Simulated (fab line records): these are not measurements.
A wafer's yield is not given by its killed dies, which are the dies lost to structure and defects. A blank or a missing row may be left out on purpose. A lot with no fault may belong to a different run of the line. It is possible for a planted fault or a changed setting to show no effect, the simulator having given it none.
Which tool was responsible?	flow berkeley_cmos170	42 wafers from 14 lots sampled at 5 of the route's 331 steps

## WHAT EACH GAUGE READ, for each wafer
UCB170_PSD_CD_MEAS_06: target cd 1200 nm. Usual: cd_nm reads 1199.9 nm (standard deviation 1.2).
lot	measured	on	cd_nm (nm)	flag
L527	day 7 03:48	cd_sem-01	1201.5 1200.3 1200.4	
L526	day 7 03:50	cd_sem-02	1200.6 1200.5 1200.5	
L530	day 7 15:31	cd_sem-02	1200.9 1200.0 1199.9	
L533	day 8 04:18	cd_sem-01	1200.5 1198.9 1200.4	
L531	day 8 04:40	cd_sem-01	1198.9 1199.1 1199.2	
L534	day 8 17:34	cd_sem-01	1199.5 1199.5 1198.7	
L536	day 9 03:23	cd_sem-02	1198.8 1199.5 1200.0	
L535	day 9 03:25	cd_sem-01	1198.2 1197.7 1198.4	
L537	day 9 03:41	cd_sem-01	1200.1 1199.6 1199.6	
L541	day 9 17:26	cd_sem-01	1201.2 1201.0 1200.5	
L542	day 9 17:41	cd_sem-01	1200.7 1201.4 1201.8	
L545	day 10 16:52	cd_sem-01	1198.0 1198.9 1200.1	
L548	day 10 17:25	cd_sem-02	1198.9 1197.4 1199.0	
L546	day 10 17:30	cd_sem-01	1199.7 1200.1 1200.9	

UCB170_V1_BOW_MEAS_03. Usual: V1_BOW typically reads 17 um, with standard deviation 6.2.
lot	measured	on	V1_BOW (um)	flag
L527	day 7 18:10	film_metro-04	21 17 22	
L526	day 7 23:14	film_metro-01	21 20 21	
L530	day 8 11:46	film_metro-01	18 17 19	
L533	day 8 23:14	film_metro-04	14 15 11	
L531	day 8 23:31	film_metro-03	25 15 13	
L534	day 9 13:38	film_metro-01	23 13 12	
L536	day 9 19:34	film_metro-03	13 7 15	
L535	day 9 19:34	film_metro-01	14 8 14	
L537	day 9 21:23	film_metro-03	13 5 12	
L541	day 10 12:08	film_metro-03	13 8 9	
L542	day 10 12:25	film_metro-03	6 10 7	
L545	day 11 09:05	film_metro-01	2 -3 -1	
L548	day 11 09:41	film_metro-03	15 25 18	
L546	day 11 09:59	film_metro-01	5 -2 0	

UCB170_V1_CD_MEAS_90: target cd 700 nm. Usual: cd_nm reads 700.0 nm (standard deviation 1.3).
lot	measured	on	cd_nm (nm)	flag
L527	day 7 21:06	cd_sem-02	700.0 700.0 698.4	
L526	day 8 01:26	cd_sem-02	700.3 700.6 700.8	
L530	day 8 13:38	cd_sem-02	701.1 700.2 699.5	
L533	day 9 03:16	cd_sem-01	701.0 700.3 699.4	
L531	day 9 03:34	cd_sem-02	700.5 699.3 699.0	
L534	day 9 15:56	cd_sem-02	698.6 698.0 698.7	
L536	day 9 22:40	cd_sem-02	698.8 698.3 698.2	
L535	day 9 22:29	cd_sem-01	698.9 697.7 698.4	
L537	day 10 00:52	cd_sem-02	702.3 700.8 699.3	
L541	day 10 15:31	cd_sem-01	698.9 700.1 698.4	
L542	day 10 15:41	cd_sem-02	700.6 698.7 701.2	
L545	day 11 11:18	cd_sem-02	- - -	OFF
L548	day 11 11:51	cd_sem-01	701.8 702.8 702.9	
L546	day 11 12:07	cd_sem-02	- - -	OFF

## EACH LOT AND THE TOOL THAT RAN IT (in order: tool; ch and the chambers of the sampled wafers; start)
lot	UCB170_SDANNEAL_RTA_00	UCB170_V1_CVD_00
L527	rtp_anneal-01 ch 0, day 7 07:08	pecvd-02 ch 0,1,2, day 7 17:40
L526	rtp_anneal-02 ch 0, day 7 07:43	pecvd-01 ch 0,1,2, day 7 22:43
L530	rtp_anneal-02 ch 0, day 7 20:46	pecvd-03 ch 0,2, day 8 11:15
L533	rtp_anneal-01 ch 0, day 8 08:20	pecvd-01 ch 0,1, day 8 22:41
L531	rtp_anneal-01 ch 0, day 8 08:42	pecvd-02 ch 1,2, day 8 22:41
L534	rtp_anneal-02 ch 0, day 8 20:55	pecvd-01 ch 0,2, day 9 13:07
L536	rtp_anneal-01 ch 0, day 9 07:20	pecvd-01 ch 0,1,2, day 9 19:02
L535	rtp_anneal-02 ch 0, day 9 07:31	pecvd-03 ch 0,1,2, day 9 19:02
L537	rtp_anneal-02 ch 0, day 9 07:55	pecvd-01 ch 0,1, day 9 20:50
L541	rtp_anneal-02 ch 0, day 9 21:59	pecvd-03 ch 1,2, day 10 11:34
L542	rtp_anneal-02 ch 0, day 9 22:29	pecvd-02 ch 0,2, day 10 11:34
L545	rtp_anneal-01 ch 0, day 10 20:02	pecvd-01 ch 0,1,2, day 11 08:34
L548	rtp_anneal-01 ch 0, day 10 20:48	pecvd-01 ch 1,2, day 11 08:43
L546	rtp_anneal-01 ch 0, day 10 21:16	pecvd-03 ch 0,1,2, day 11 08:43
- UCB170_SDANNEAL_RTA_00: time 10 s.
- UCB170_V1_CVD_00: deposits SiO2 from TEOS/O2, target thk 2000 nm, time 250 s.

## AS READ BY THE TOOLS THEMSELVES (means over the sampled wafers that have a number; for cases with no such wafer, the mark the record gives instead)
UCB170_SDANNEAL_RTA_00. Usual: anneal_temp_c_max 904.7, standard deviation 1.9; lamp_power_pct 22.1 %, standard deviation 1.4; wafer_temp_C_max 903.8, standard deviation 1.3.
lot	tool	anneal_temp_c_max	lamp_power_pct (%)	wafer_temp_C_max	flag
L527	rtp_anneal-01	906.9	21.0	902.0	
L526	rtp_anneal-02	902.8	23.7	904.9	
L530	rtp_anneal-02	902.6	23.7	905.6	
L533	rtp_anneal-01	906.4	21.0	903.2	
L531	rtp_anneal-01	906.0	21.0	902.7	
L534	rtp_anneal-02	903.4	23.7	905.2	
L536	rtp_anneal-01	905.9	21.0	903.4	
L535	rtp_anneal-02	902.6	23.7	905.5	
L537	rtp_anneal-02	903.4	23.7	905.5	
L541	rtp_anneal-02	902.4	23.7	906.3	
L542	rtp_anneal-02	902.7	23.7	904.8	
L545	rtp_anneal-01	905.9	21.0	902.8	
L548	rtp_anneal-01	905.9	21.0	903.4	
L546	rtp_anneal-01	906.6	21.0	903.0	

UCB170_V1_CVD_00. Usual: heater_power_w 266 W, standard deviation 52; pressure_mtorr 9001 mTorr, standard deviation 18.
lot	tool	heater_power_w (W)	pressure_mtorr (mTorr)	flag
L527	pecvd-02	263	9007	
L526	pecvd-01	303	9005	
L530	pecvd-03	270	9004	
L533	pecvd-01	333	9017	
L531	pecvd-02	258	8996	
L534	pecvd-01	275	9003	
L536	pecvd-01	313	8988	
L535	pecvd-03	255	9008	
L537	pecvd-01	341	8983	
L541	pecvd-03	225	8993	
L542	pecvd-02	225	9004	
L545	pecvd-01	-	-	OFF
L548	pecvd-01	291	8989	
L546	pecvd-03	-	-	OFF

## THE ANSWER, worked out from the rows above alone
Rule: a lot counts as off when the mean over its wafers that have a number is more than 3 standard deviations away from the usual mean. A lot without any number at a reading at which 4 lots or more have one is off too. All remaining lots with rows at the step are treated as sound. First the gauges in route order, then the tools' own readings, where a lot's mean is used as printed above. At the first step where some lot is off, the reading lying furthest off is the one used; lots without a number count as furthest.
Off: L545, L546, at UCB170_V1_CD_MEAS_90 (cd_nm). Without a number there: L545, L546.
If a tool, at a process step before that reading, ran all the lots that are off and no sound lot after the first of them, it fits. Not tried: the gauges at UCB170_V1_CD_MEAS_90; whatever is off there is also off at UCB170_V1_CVD_00, on other tools, and gauge error can't account for it. Not one of the candidates tried fits.

## WHAT THE SIMULATOR PUT IN
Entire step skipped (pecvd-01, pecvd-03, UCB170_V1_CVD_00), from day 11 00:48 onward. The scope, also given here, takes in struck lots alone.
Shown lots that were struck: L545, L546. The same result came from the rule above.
